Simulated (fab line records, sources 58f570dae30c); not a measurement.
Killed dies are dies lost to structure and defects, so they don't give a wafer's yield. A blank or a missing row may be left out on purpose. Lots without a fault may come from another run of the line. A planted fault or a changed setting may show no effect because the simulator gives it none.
Which tool did it? | flow berkeley_cmos170 | 14 lots, 42 wafers sampled, at 6 steps of a route of 331

WHAT THE GAUGES READ, wafer by wafer
UCB170_SPACER_THK_MEAS_01. Usual: SPACER_TEOS_THK 376 nm, standard deviation 4.2.
lot  | measured     | on            | SPACER_TEOS_THK (nm) | flag
L755 | day 6 04:14  | film_metro-02 | 370 373 381          |
L756 | day 6 12:52  | film_metro-01 | 371 374 375          |
L760 | day 7 00:30  | film_metro-02 | 373 374 378          |
L758 | day 7 00:55  | film_metro-02 | 373 374 380          |
L759 | day 7 01:37  | film_metro-03 | 373 380 377          |
L757 | day 7 03:16  | film_metro-01 | 364 371 373          |
L762 | day 7 20:52  | film_metro-03 | 371 376 378          |
L761 | day 7 20:52  | film_metro-01 | 376 382 382          |
L764 | day 8 07:26  | film_metro-03 | 273 381 277          | OFF
L770 | day 9 06:15  | film_metro-01 | 372 271 381          | OFF
L773 | day 9 19:42  | film_metro-02 | 375 376 382          |
L775 | day 10 08:13 | film_metro-01 | 377 378 383          |
L776 | day 10 11:03 | film_metro-03 | 372 369 380          |
L777 | day 10 19:25 | film_metro-03 | 371 377 379          |

UCB170_SDANNEAL_RS_MEAS_03: measures by four-point-probe. Usual: NSD_RS 37.27 ohm/sq, standard deviation 0.087.
lot  | measured     | on            | NSD_RS (ohm/sq)   | flag
L755 | day 6 17:00  | film_metro-04 | 37.29 37.37 37.30 |
L756 | day 6 23:47  | film_metro-04 | 37.20 37.15 37.13 |
L760 | day 7 14:29  | film_metro-01 | 37.44 37.30 37.36 |
L758 | day 7 13:57  | film_metro-02 | 37.30 37.33 37.29 |
L759 | day 7 14:00  | film_metro-01 | 37.29 37.30 37.30 |
L757 | day 7 14:19  | film_metro-04 | 37.28 37.03 37.24 |
L762 | day 8 06:07  | film_metro-01 | 37.21 37.17 37.11 |
L761 | day 8 06:48  | film_metro-01 | 37.29 37.28 37.36 |
L764 | day 8 16:23  | film_metro-02 | 37.38 37.30 37.33 |
L770 | day 9 16:35  | film_metro-04 | 37.25 37.33 37.28 |
L773 | day 10 04:56 | film_metro-04 | 37.31 37.30 37.27 |
L775 | day 10 18:45 | film_metro-02 | 37.26 37.32 37.32 |
L776 | day 10 19:08 | film_metro-04 | 37.19 37.20 37.21 |
L777 | day 11 08:54 | film_metro-02 | 37.21 37.11 37.19 |

UCB170_CONTACT_THK_MEAS_02. Usual: CONTACT_PSG_THK 698 nm, standard deviation 7.9.
lot  | measured     | on            | CONTACT_PSG_THK (nm) | flag
L755 | day 6 19:46  | film_metro-04 | 683 679 689          |
L756 | day 7 02:29  | film_metro-03 | 698 695 700          |
L760 | day 7 18:34  | film_metro-04 | 692 697 700          |
L758 | day 7 16:46  | film_metro-04 | 702 697 702          |
L759 | day 7 16:49  | film_metro-01 | 714 711 706          |
L757 | day 7 18:34  | film_metro-01 | 711 705 711          |
L762 | day 8 08:49  | film_metro-04 | 696 704 697          |
L761 | day 8 10:18  | film_metro-01 | 690 691 692          |
L764 | day 8 19:04  | film_metro-03 | 697 699 699          |
L770 | day 9 19:17  | film_metro-01 | 682 685 678          |
L773 | day 10 08:31 | film_metro-03 | 700 694 699          |
L775 | day 10 21:25 | film_metro-01 | 700 697 699          |
L776 | day 10 23:10 | film_metro-03 | 692 691 698          |
L777 | day 11 13:18 | film_metro-04 | 693 698 696          |

WHICH TOOL RAN EACH LOT (tool, then ch and the chambers of the sampled wafers, then the start)
lot  | UCB170_GATE_STRIP_16                 | UCB170_SPACER_CVD_00            | UCB170_SPACER_ETCHBACK_03
L755 | plasma_asher-02 ch 0,1, day 5 23:32  | pecvd-04 ch 0,1,2, day 6 04:11  | rie_diel-01 ch 0,2,3, day 6 09:17
L756 | plasma_asher-01 ch 0,1, day 6 07:49  | pecvd-04 ch 1,2, day 6 12:49    | rie_diel-01 ch 0,1,3, day 6 18:17
L760 | plasma_asher-03 ch 0,1, day 6 19:40  | pecvd-03 ch 0,1, day 7 00:27    | rie_diel-01 ch 2,3, day 7 07:04
L758 | plasma_asher-02 ch 0,1, day 6 19:41  | pecvd-01 ch 0,1, day 7 00:52    | rie_diel-03 ch 0,2,3, day 7 07:04
L759 | plasma_asher-03 ch 0, day 6 19:57    | pecvd-03 ch 0,1,2, day 7 01:35  | rie_diel-02 ch 0,1,3, day 7 07:04
L757 | plasma_asher-02 ch 0,1, day 6 23:03  | pecvd-01 ch 1, day 7 03:11      | rie_diel-03 ch 1,3, day 7 07:08
L762 | plasma_asher-02 ch 0, day 7 16:08    | pecvd-04 ch 0,1,2, day 7 20:48  | rie_diel-03 ch 0,1,2, day 8 01:20
L761 | plasma_asher-03 ch 0,1, day 7 16:25  | pecvd-03 ch 0,1,2, day 7 20:48  | rie_diel-01 ch 2,3, day 8 01:20
L764 | plasma_asher-02 ch 0,1, day 7 23:57  | pecvd-03 ch 0,1, day 8 07:23    | rie_diel-03 ch 0,1,2, day 8 09:35
L770 | plasma_asher-01 ch 0,1, day 9 02:03  | pecvd-03 ch 0,1, day 9 06:13    | rie_diel-02 ch 0,1,3, day 9 09:49
L773 | plasma_asher-02 ch 0,1, day 9 12:50  | pecvd-01 ch 0,1,2, day 9 19:39  | rie_diel-03 ch 0,1, day 10 00:15
L775 | plasma_asher-02 ch 0,1, day 10 04:16 | pecvd-04 ch 0,1,2, day 10 08:10 | rie_diel-03 ch 2,3, day 10 13:06
L776 | plasma_asher-01 ch 0,1, day 10 07:04 | pecvd-04 ch 0,1,2, day 10 11:01 | rie_diel-02 ch 0,1,2, day 10 13:10
L777 | plasma_asher-03 ch 0,1, day 10 15:16 | pecvd-04 ch 1,2, day 10 19:21   | rie_diel-03 ch 0,1,2, day 11 02:05
- UCB170_GATE_STRIP_16: strips in O2.
- UCB170_SPACER_CVD_00: deposits SiO2 from TEOS/O2, target thk 376 nm, time 47 s.
- UCB170_SPACER_ETCHBACK_03: etches SiO2 in CHF3/CF4/Ar, stops on Si, target depth 376 nm, time 100 s.

WHAT THE TOOLS THEMSELVES READ (means of the sampled wafers that have a number; where no wafer has one, the mark that the record gives instead)
UCB170_GATE_STRIP_16. Usual: drypump_motor_current_A 5.7 A, standard deviation 0.54; oes_product_au 0.724 a.u., standard deviation 0.0041.
lot  | tool            | drypump_motor_current_A (A) | oes_product_au (a.u.) | flag
L755 | plasma_asher-02 | 6.0                         | 0.722                 |
L756 | plasma_asher-01 | 5.8                         | 0.723                 |
L760 | plasma_asher-03 | 5.3                         | 0.722                 |
L758 | plasma_asher-02 | 5.7                         | 0.724                 |
L759 | plasma_asher-03 | 5.2                         | 0.725                 |
L757 | plasma_asher-02 | 6.0                         | 0.723                 |
L762 | plasma_asher-02 | 5.3                         | 0.725                 |
L761 | plasma_asher-03 | 5.3                         | 0.725                 |
L764 | plasma_asher-02 | 5.7                         | 0.727                 |
L770 | plasma_asher-01 | 5.5                         | 0.723                 |
L773 | plasma_asher-02 | 5.7                         | 0.724                 |
L775 | plasma_asher-02 | 5.7                         | 0.724                 |
L776 | plasma_asher-01 | 5.9                         | 0.728                 |
L777 | plasma_asher-03 | 5.3                         | 0.722                 |

UCB170_SPACER_CVD_00. Usual: heater_power_w 275 W, standard deviation 50.
lot  | tool     | heater_power_w (W) | flag
L755 | pecvd-04 | 285                |
L756 | pecvd-04 | 329                |
L760 | pecvd-03 | 233                |
L758 | pecvd-01 | 277                |
L759 | pecvd-03 | 276                |
L757 | pecvd-01 | 275                |
L762 | pecvd-04 | 270                |
L761 | pecvd-03 | 280                |
L764 | pecvd-03 | 271                |
L770 | pecvd-03 | 263                |
L773 | pecvd-01 | 277                |
L775 | pecvd-04 | 279                |
L776 | pecvd-04 | 264                |
L777 | pecvd-04 | 298                |

UCB170_SPACER_ETCHBACK_03. Usual: drypump_motor_current_A 6.0 A, standard deviation 0.48; mfc_ar_sccm 120.0 sccm, standard deviation 0.37; oes_product_au 0.905 a.u., standard deviation 0.018; throttle_valve_pct 6.44 %, standard deviation 0.1.
lot  | tool        | drypump_motor_current_A (A) | mfc_ar_sccm (sccm) | oes_product_au (a.u.) | throttle_valve_pct (%) | flag
L755 | rie_diel-01 | 6.5                         | 120.0              | 0.902                 | 6.48                   |
L756 | rie_diel-01 | 6.1                         | 120.2              | 0.895                 | 6.45                   |
L760 | rie_diel-01 | 6.5                         | 119.8              | 0.911                 | 6.39                   |
L758 | rie_diel-03 | 5.8                         | 119.9              | 0.916                 | 6.48                   |
L759 | rie_diel-02 | 6.0                         | 120.0              | 0.900                 | 6.41                   |
L757 | rie_diel-03 | 5.8                         | 120.1              | 0.907                 | 6.50                   |
L762 | rie_diel-03 | 5.7                         | 119.8              | 0.911                 | 6.48                   |
L761 | rie_diel-01 | 6.5                         | 120.3              | 0.917                 | 6.38                   |
L764 | rie_diel-03 | 5.7                         | 120.2              | 0.793                 | 6.46                   | OFF
L770 | rie_diel-02 | 6.0                         | 119.9              | 0.835                 | 6.40                   | OFF
L773 | rie_diel-03 | 5.8                         | 119.7              | 0.908                 | 6.51                   |
L775 | rie_diel-03 | 5.7                         | 119.8              | 0.929                 | 6.44                   |
L776 | rie_diel-02 | 5.6                         | 119.8              | 0.890                 | 6.41                   |
L777 | rie_diel-03 | 5.8                         | 119.8              | 0.908                 | 6.48                   |

THE ANSWER, worked out from the rows above alone
Rule: a lot is off if the mean of its wafers that have a number lies more than 3 standard deviations from the usual mean. A lot without any number at a reading at which 4 lots or more have one is off too. The other lots that the step has rows for count as sound. The gauges are gone through in route order, then the tools' own readings, and for those a lot's mean is taken as printed above. The first step at which some lot is off is used, and at that step the reading that is off furthest; a lot without a number counts as furthest.
Off: L764, L770, at UCB170_SPACER_THK_MEAS_01 (SPACER_TEOS_THK).
A tool fits if, at a process step before that reading, it ran every lot that is off, and no sound lot after the first of them. The gauges at UCB170_SPACER_THK_MEAS_01 aren't tried: what is off there is off at UCB170_SPACER_ETCHBACK_03 too, on other tools, and a gauge's error can't cause that. One fits: pecvd-03 at UCB170_SPACER_CVD_00. Its last sound lot is L761 (day 7 20:48), its first lot that is off L764 (day 8 07:23): a fault that began between those two fits.

WHAT THE SIMULATOR HAD PUT IN
Process parameter drift: pecvd-03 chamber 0, from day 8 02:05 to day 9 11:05, at UCB170_SPACER_CVD_00. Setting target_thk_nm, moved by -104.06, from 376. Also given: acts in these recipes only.
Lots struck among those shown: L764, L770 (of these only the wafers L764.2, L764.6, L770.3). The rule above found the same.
